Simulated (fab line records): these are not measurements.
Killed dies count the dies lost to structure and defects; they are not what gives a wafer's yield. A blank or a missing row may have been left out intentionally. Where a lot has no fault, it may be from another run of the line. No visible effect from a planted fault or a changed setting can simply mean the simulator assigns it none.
Commonality check across tools | flow rit cmos | Sampled: 15 lots, 45 wafers

REASON FOR OPENING
Of 15 lots, 3 have the reading FOX1_OXIDE_THK flagged at RIT_FOX1_THK_MEAS_01. Fault-free wafers read 352 nm, with a standard deviation of 7.
Rule: flag the lot when none of its wafers has a number, or when each of its wafers that has one lies beyond 4 standard deviations from that mean. The rest of the lots are taken to be sound.

lot  | measured    | on            | FOX1_OXIDE_THK (nm), wafer by wafer | flag
L402 | day 1 17:08 | film metro-03 | 341 343 340                         |
L403 | day 1 21:49 | film metro-01 | 365 355 358                         |
L404 | day 2 04:45 | film metro-01 | 355 358 351                         |
L406 | day 2 14:31 | film metro-04 | 335 340 331                         |
L407 | day 2 17:59 | film metro-03 | 351 353 351                         |
L408 | day 3 00:27 | film metro-03 | 521 525 520                         | FLAGGED
L409 | day 3 04:54 | film metro-01 | 355 348 350                         |
L411 | day 3 15:53 | film metro-04 | 536 535 537                         | FLAGGED
L415 | day 4 13:05 | film metro-03 | 548 544 553                         | FLAGGED
L418 | day 5 02:24 | film metro-03 | 354 355 356                         |
L419 | day 5 05:50 | film metro-01 | 354 351 347                         |
L420 | day 5 11:31 | film metro-01 | 358 359 355                         |
L421 | day 5 16:53 | film metro-01 | 355 355 350                         |
L422 | day 5 20:50 | film metro-01 | 345 352 351                         |
L424 | day 6 06:55 | film metro-03 | 348 349 350                         |
On average the flagged lots' numbers are 535 nm, which is +183 nm against the usual, or +26 standard deviations.

LOT BY LOT: THE TOOL USED
The record keeps 1 process step preceding the reading, out of 202 steps on the route. Cell contents, in order: the tool; ch with the chambers the sampled wafers went through; the start.
lot  | flag    | RIT_FOX1_OXIDATION_00
L402 |         | furnace-02 ch 0, day 1 15:49
L403 |         | furnace-02 ch 0, day 1 20:30
L404 |         | furnace-03 ch 0, day 2 03:26
L406 |         | furnace-01 ch 0, day 2 13:11
L407 |         | furnace-03 ch 0, day 2 16:41
L408 | FLAGGED | furnace-01 ch 0, day 2 21:39
L409 |         | furnace-01 ch 0, day 3 03:35
L411 | FLAGGED | furnace-02 ch 0, day 3 13:05
L415 | FLAGGED | furnace-01 ch 0, day 4 10:17
L418 |         | furnace-02 ch 0, day 5 01:05
L419 |         | furnace-01 ch 0, day 5 04:30
L420 |         | furnace-02 ch 0, day 5 10:12
L421 |         | furnace-01 ch 0, day 5 15:34
L422 |         | furnace-03 ch 0, day 5 19:30
L424 |         | furnace-03 ch 0, day 6 05:35
These steps, and what they do:
- RIT_FOX1_OXIDATION_00: target thk 350.7 nm, ox time 1130 s.
- RIT_FOX1_THK_MEAS_01

FLAGGED OVER TOTAL, TOOL BY TOOL (the gauges that took the reading come last)
step                  | tool          | lots run | flagged | share of the flagged lots | sound lots run after its first flagged lot
RIT_FOX1_OXIDATION_00 | furnace-01    | 6        | 2       | some                      | 3 (L409,L419,L421)
RIT_FOX1_OXIDATION_00 | furnace-02    | 5        | 1       | some                      | 2 (L418,L420)
RIT_FOX1_OXIDATION_00 | furnace-03    | 4        | 0       | none                      | -
RIT_FOX1_THK_MEAS_01  | film metro-01 | 7        | 0       | none                      | -
RIT_FOX1_THK_MEAS_01  | film metro-03 | 6        | 2       | some                      | 2 (L418,L424)
RIT_FOX1_THK_MEAS_01  | film metro-04 | 2        | 1       | some                      | 0

WHAT THE TABLE PERMITS
No row of the table ran every flagged lot.

WHAT THE SIMULATOR HAD INSERTED
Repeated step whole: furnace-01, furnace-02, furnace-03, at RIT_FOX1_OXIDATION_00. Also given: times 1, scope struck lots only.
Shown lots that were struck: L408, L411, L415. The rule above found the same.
